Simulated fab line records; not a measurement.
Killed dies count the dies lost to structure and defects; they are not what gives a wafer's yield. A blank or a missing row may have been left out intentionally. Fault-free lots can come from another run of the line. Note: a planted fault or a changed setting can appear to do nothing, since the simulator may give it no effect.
Which of the tools did it? -- flow berkeley_cmos170 -- 14 lots with 42 wafers sampled at 3 steps, on a route of 331 steps

WHAT THE GAUGES READ, wafer by wafer
UCB170_M2_RS_MEAS_02: measures by four-point-probe. Usual: M2_AL_RS 0.0322 ohm/sq, standard deviation 0.00033.
lot,measured,on,M2_AL_RS (ohm/sq),flag
L815,day 8 22:25,film_metro-02,0.0320 0.0317 0.0318,
L816,day 8 20:17,film_metro-02,0.0321 0.0321 0.0322,
L817,day 9 12:46,film_metro-01,0.0317 0.0320 0.0320,
L818,day 9 07:08,film_metro-02,0.0324 0.0323 0.0324,
L819,day 9 05:43,film_metro-01,0.0319 0.0318 0.0321,
L821,day 9 13:21,film_metro-02,0.0326 0.0325 0.0325,
L824,day 10 08:37,film_metro-02,0.0325 0.0321 0.0322,
L825,day 10 14:49,film_metro-02,0.0327 0.0326 0.0323,
L828,day 11 03:51,film_metro-01,0.0315 0.0317 0.0320,
L831,day 12 00:10,film_metro-02,0.0324 0.0325 0.0324,
L832,day 12 19:56,film_metro-03,0.0321 0.0321 0.0319,
L834,day 12 15:01,film_metro-03,0.0327 0.0328 0.0329,
L836,day 13 04:04,film_metro-02,0.0323 0.0321 0.0327,
L837,day 13 03:59,film_metro-03,0.0319 0.0321 0.0321,

WHICH TOOL RAN EACH LOT (tool, then ch and the chambers of the sampled wafers, then the start)
lot,UCB170_ZERO_ETCH_06,UCB170_GATE_DEVELOP_11
L815,"rie_diel-04 ch 0,1,3, day 2 03:01","litho_track-03 ch 0, day 7 12:00"
L816,"rie_diel-02 ch 0,3, day 2 03:14","litho_track-02 ch 0, day 7 11:00"
L817,"rie_diel-02 ch 1,3, day 2 10:13","litho_track-02 ch 0, day 7 21:00"
L818,"rie_diel-01 ch 2,3, day 2 10:29","litho_track-03 ch 0, day 7 21:00"
L819,"rie_diel-01 ch 1,2,3, day 2 19:03","litho_track-01 ch 0, day 7 21:00"
L821,"rie_diel-04 ch 2,3, day 3 05:11","litho_track-01 ch 0, day 8 04:00"
L824,"rie_diel-01 ch 1,2, day 3 21:23","litho_track-03 ch 0, day 8 21:00"
L825,"rie_diel-02 ch 0,2,3, day 3 21:23","litho_track-01 ch 0, day 9 09:00"
L828,"rie_diel-02 ch 0,1,3, day 4 13:50","litho_track-01 ch 0, day 9 14:00"
L831,"rie_diel-02 ch 0,2,3, day 5 06:32","litho_track-02 ch 0, day 10 13:00"
L832,"rie_diel-04 ch 2,3, day 5 12:40","litho_track-02 ch 0, day 11 03:00"
L834,"rie_diel-01 ch 2,3, day 5 15:05","litho_track-03 ch 0, day 11 03:00"
L836,"rie_diel-02 ch 1,2,3, day 6 03:10","litho_track-03 ch 0, day 11 19:00"
L837,"rie_diel-04 ch 0,2,3, day 6 12:43","litho_track-02 ch 0, day 11 19:00"
- UCB170_ZERO_ETCH_06: etches SiO2 in CHF3/CF4/Ar, time 12 s.
- UCB170_GATE_DEVELOP_11: develop time 45 s.

AS READ BY THE TOOLS THEMSELVES (means over the sampled wafers that have a number; for cases with no such wafer, the mark the record gives instead)
UCB170_ZERO_ETCH_06. Usual: chamber_pressure_mTorr 100.00 mTorr, standard deviation 0.086; drypump_motor_current_A 5.8 A, standard deviation 0.49; oes_product_au 0.617 a.u., standard deviation 0.0098; throttle_valve_pct 9.21 %, standard deviation 0.089.
lot,tool,chamber_pressure_mTorr (mTorr),drypump_motor_current_A (A),oes_product_au (a.u.),throttle_valve_pct (%),flag
L815,rie_diel-04,99.97,5.8,0.616,9.20,
L816,rie_diel-02,100.03,6.0,0.621,9.28,
L817,rie_diel-02,99.98,6.3,0.620,9.16,
L818,rie_diel-01,99.95,5.4,0.610,9.22,
L819,rie_diel-01,99.89,5.6,0.615,9.17,
L821,rie_diel-04,100.03,6.3,0.613,9.21,
L824,rie_diel-01,100.00,5.8,0.611,9.18,
L825,rie_diel-02,99.97,6.0,0.617,9.33,
L828,rie_diel-02,100.07,6.2,0.621,9.23,
L831,rie_diel-02,99.98,6.0,0.618,9.33,
L832,rie_diel-04,100.00,6.0,0.618,9.18,
L834,rie_diel-01,100.05,5.4,0.603,9.22,
L836,rie_diel-02,99.99,6.1,0.614,9.27,
L837,rie_diel-04,100.05,5.9,0.620,9.19,

UCB170_GATE_DEVELOP_11. Usual: developer_temp_C reads 21.01 C (standard deviation 0.11).
lot,tool,developer_temp_C (C),flag
L815,litho_track-03,21.10,
L816,litho_track-02,20.92,
L817,litho_track-02,21.05,
L818,litho_track-03,20.96,
L819,litho_track-01,20.93,
L821,litho_track-01,20.92,
L824,litho_track-03,21.04,
L825,litho_track-01,18.99,OFF
L828,litho_track-01,18.85,OFF
L831,litho_track-02,21.14,
L832,litho_track-02,21.01,
L834,litho_track-03,20.93,
L836,litho_track-03,20.99,
L837,litho_track-02,20.98,

THE ANSWER, worked out from the rows above alone
Rule: a lot is off if the mean of its wafers that have a number lies more than 3 standard deviations from the usual mean. A lot without any number at a reading at which 4 lots or more have one is off too. All remaining lots with rows at the step are treated as sound. First the gauges in route order, then the tools' own readings, where a lot's mean is used as printed above. The first step at which some lot is off is used, and at that step the reading that is off furthest; a lot without a number counts as furthest.
Off: L825, L828 (UCB170_GATE_DEVELOP_11, developer_temp_C).
A tool fits if, at that step or a process step before it, it ran every lot that is off, and no sound lot after the first of them. One fits: UCB170_GATE_DEVELOP_11 on litho_track-01. A fault onset in the window from L821 (day 8 04:00, its last sound lot) to L825 (day 9 09:00, its first lot off) fits.
The tool's own readings at UCB170_GATE_DEVELOP_11 bear it out: on the lots that are off they differ by more than 5 times the standard deviation of the sound lots' means. developer_temp_C reads 18.92 C there against 21.00 C on the sound lots.

WHAT WAS PUT IN BY THE SIMULATOR
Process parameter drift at UCB170_GATE_DEVELOP_11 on litho_track-01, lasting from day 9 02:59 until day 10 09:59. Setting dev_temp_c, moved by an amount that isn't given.
Lots struck among those shown: L825, L828. This agrees with what the rule above found.
